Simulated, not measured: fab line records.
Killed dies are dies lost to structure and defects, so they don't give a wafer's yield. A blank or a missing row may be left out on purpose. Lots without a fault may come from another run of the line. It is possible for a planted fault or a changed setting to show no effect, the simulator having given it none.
A lot that was struck, set against a sound lot :: flow berkeleyCmos170 :: 28 out of 331 route steps
Sound: these wafers, L206.2, L206.3, L206.4. Struck: wafers L212.1, L212.2, L212.6. The cause is named last.
Each step with rows lists, per side, the tool, then ch with its chambers, then its first start. Under that, the readings that differ: sound wafers :: struck wafers :: difference of the means :: sigmas: that difference in standard deviations of wafers without a fault.
alike: readings whose means differ by less than 2 such deviations, and words and numbers that are the same on both sides. not compared: withheld readings, readings that some wafer has no value for, bounds like >300 that may hide the same value, and numbers for which the record gives no deviation and whose values overlap.
A row with sigmas, a row that says differs or no value, or rows on one side alone: a step with any of these is where the two part. Numbers that don't overlap but have no deviation are shown without sigmas and don't part them. Lack of a reading on every wafer of one side parts them only where that side has two or more wafers.

UCB170_GATE_CD_MEAS_90 targets a cd of 350 nm.
  sound: cdSem-02 at day 8 22:54; struck: cdSem-02 at day 10 01:09
  alike: cdNm
then, 7 steps without rows for these wafers: UCB170_GATE_CLEAN_17 (cleans in SPM, time 600 s); UCB170_PLDD_HMDS_00 (prime time 60 s); UCB170_PLDD_COAT_01 (resist thk 900 nm); UCB170_PLDD_SOFTBAKE_02 (time 60 s); UCB170_PLDD_EXPOSE_03 (exposes mask PSELECT, target cd 1200 nm); UCB170_PLDD_PEB_04; UCB170_PLDD_DEVELOP_05 (develop time 45 s).
UCB170_PLDD_CD_MEAS_06 targets a cd of 1200 nm.
  sound: cdSem-02 at day 9 00:43; struck: cdSem-02 at day 10 03:23
  alike: cdNm
UCB170_PLDD_OVL_MEAS_07:
  sound: overlay-02 at day 9 00:49; struck: overlay-01 at day 10 03:30
  alike: PLDD_OVL
then, 2 steps without rows for these wafers: UCB170_PLDD_IMPLANT_08; UCB170_PLDD_IMPLANT_09.
UCB170_PLDD_STRIP_10: strips in O2.
  sound on plasmaAsher-01 ch 0,1, day 9 01:09; struck on plasmaAsher-03 ch 0,1, day 10 03:50
  no value came back on the struck wafers for any of 5 readings (chamberPressureMTorr (mTorr), drypumpMotorCurrentA (A) and others); on the sound wafers chamberPressureMTorr (mTorr) reads 3503 3498 3500
reading: model.KrF_of_PLDD_COAT_01.thkNm (nm)
sound: 0 0 0
struck: 882.5 882.5 882.5
difference: +882.5
sigmas: 
  not compared: rfHoursCounterH
UCB170_PLDD_TW_MEAS_11:
  sound: filmMetro-02 at day 9 01:16; struck: filmMetro-02 at day 10 03:56
  alike: PLDD_TW
then, 7 steps without rows for these wafers: UCB170_PLDD_CLEAN_12 (cleans in SPM, time 600 s); UCB170_NLDD_HMDS_00 (prime time 60 s); UCB170_NLDD_COAT_01 (resist thk 900 nm); UCB170_NLDD_SOFTBAKE_02 (time 60 s); UCB170_NLDD_EXPOSE_03 (exposes mask NSELECT, target cd 1200 nm); UCB170_NLDD_PEB_04; UCB170_NLDD_DEVELOP_05 (develop time 45 s).
UCB170_NLDD_CD_MEAS_06 targets a cd of 1200 nm.
  sound: cdSem-01 at day 9 03:51; struck: cdSem-02 at day 10 06:17
  alike: cdNm
UCB170_NLDD_OVL_MEAS_07:
  sound: overlay-02 at day 9 03:58; struck: overlay-02 at day 10 06:25
  alike: NLDD_OVL
then, 2 steps without rows for these wafers: UCB170_NLDD_IMPLANT_08; UCB170_NLDD_IMPLANT_09.
UCB170_NLDD_STRIP_10: strips in O2.
  sound on plasmaAsher-01 ch 0,1, day 9 04:17; struck on plasmaAsher-04 ch 0,1, day 10 06:45
reading: o2FlowSccm (sccm)
sound: 401.2 400.1 402.0
struck: 399.5 399.3 397.9
difference: -2.2
sigmas: -2

reading: stripTimeToEndpointS (s)
sound: 21.66 21.60 21.59
struck: 47.66 47.74 47.64
difference: +26.06
sigmas: +99 or more
  alike: chamberPressureMTorr, drypumpMotorCurrentA, oesProductAu
  not compared: rfHoursCounterH
UCB170_NLDD_TW_MEAS_11:
  sound: filmMetro-01 at day 9 04:24; struck: filmMetro-01 at day 10 06:51
reading: NLDD_TW
sound: 2214 2211 2199
struck: 30 30 30
difference: -2178
sigmas: -62
then, 1 step without rows for these wafers: UCB170_NLDD_CLEAN_12 (cleans in SPM, time 600 s).

== WHERE THEY PART ==
First at UCB170_PLDD_STRIP_10; last, within this record, at UCB170_NLDD_TW_MEAS_11.

WHY: whatever the simulator had introduced
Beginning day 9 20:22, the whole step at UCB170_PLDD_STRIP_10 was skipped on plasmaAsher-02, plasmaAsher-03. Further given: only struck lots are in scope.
